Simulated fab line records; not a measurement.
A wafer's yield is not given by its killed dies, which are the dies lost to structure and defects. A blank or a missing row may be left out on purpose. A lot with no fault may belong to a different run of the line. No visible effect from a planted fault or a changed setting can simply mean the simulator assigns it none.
A struck lot beside a sound one ; flow rit-cmos ; 15 out of 202 route steps
Sound: wafers L163.2, L163.3, L163.5. Struck: wafers L181.2, L181.3, L181.6. The cause is given at the end.
Each step with rows lists, per side, the tool, then ch with its chambers, then its first start. Under that, the readings that differ: sound wafers ; struck wafers ; difference of the means ; sigmas: that difference in standard deviations of wafers without a fault.
alike: a reading whose means differ by less than 2 such deviations, as well as words and numbers matching on both sides. not compared: withheld readings; readings where some wafer has no value; bounds like >300 that might hide an equal value; numbers whose values overlap and for which the record gives no deviation.
A row with sigmas, a row that says differs or no value, or rows on one side alone: a step with any of these is where the two part. Numbers that have no deviation but don't overlap get no sigmas and don't part them. A reading missing from all wafers of one side parts the sides only when that side holds two or more wafers.

RIT_NSD_OVL_MEAS_06:
  struck on overlay-01, day 7 08:23; sound on overlay-02, day 3 15:46
  alike: NSD_OVL
then, 2 steps without rows for these wafers: RIT_NSD_HARDBAKE_07 (time 60 s); RIT_NSD_IMPLANT_08.
RIT_NSD_STRIP_09: strips in O2, time 180 s.
  sound on plasma-asher-01 ch 1, day 3 16:06; struck on plasma-asher-04 ch 0,1, day 7 08:43
  alike: drypump-motor-current-A, rf-refl-power-W
  not compared: rf-hours-counter-h
RIT_NSD_TW_MEAS_10:
  struck on film-metro-02, day 7 08:54; sound on film-metro-01, day 3 16:17
  alike: NSD_TW
then, 6 steps without rows for these wafers: RIT_PSD_HMDS_00 (prime time 60 s); RIT_PSD_COAT_01 (resist thk 1000 nm); RIT_PSD_SOFTBAKE_02 (time 60 s); RIT_PSD_EXPOSE_03 (exposes mask M10, target cd 40900 nm); RIT_PSD_PEB_04; RIT_PSD_DEVELOP_05 (develop time 50 s).
RIT_PSD_OVL_MEAS_06:
  struck on overlay-02, day 7 09:49; sound on overlay-02, day 3 17:11
  alike: PSD_OVL
RIT_PSD_HARDBAKE_07: time 60 s.
  sound on litho-track-04 ch 0, day 3 17:15; struck on litho-track-04 ch 0, day 7 09:52
reading;sound;struck;difference;sigmas
heater-power-total-W (W);62.57 62.51 62.61;61.77 61.80 61.80;-0.77;-17
plate-temp-C (C);140.09 139.84 140.06;138.52 138.24 138.53;-1.57;-10
then, 2 steps without rows for these wafers: RIT_PSD_IMPLANT_08; RIT_M1_PROBE_99.

## WHERE THEY PART
Within this record, at RIT_PSD_HARDBAKE_07 only.

WHY: whatever the simulator had introduced
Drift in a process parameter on litho-track-04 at RIT_PSD_HARDBAKE_07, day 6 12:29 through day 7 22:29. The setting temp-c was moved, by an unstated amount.
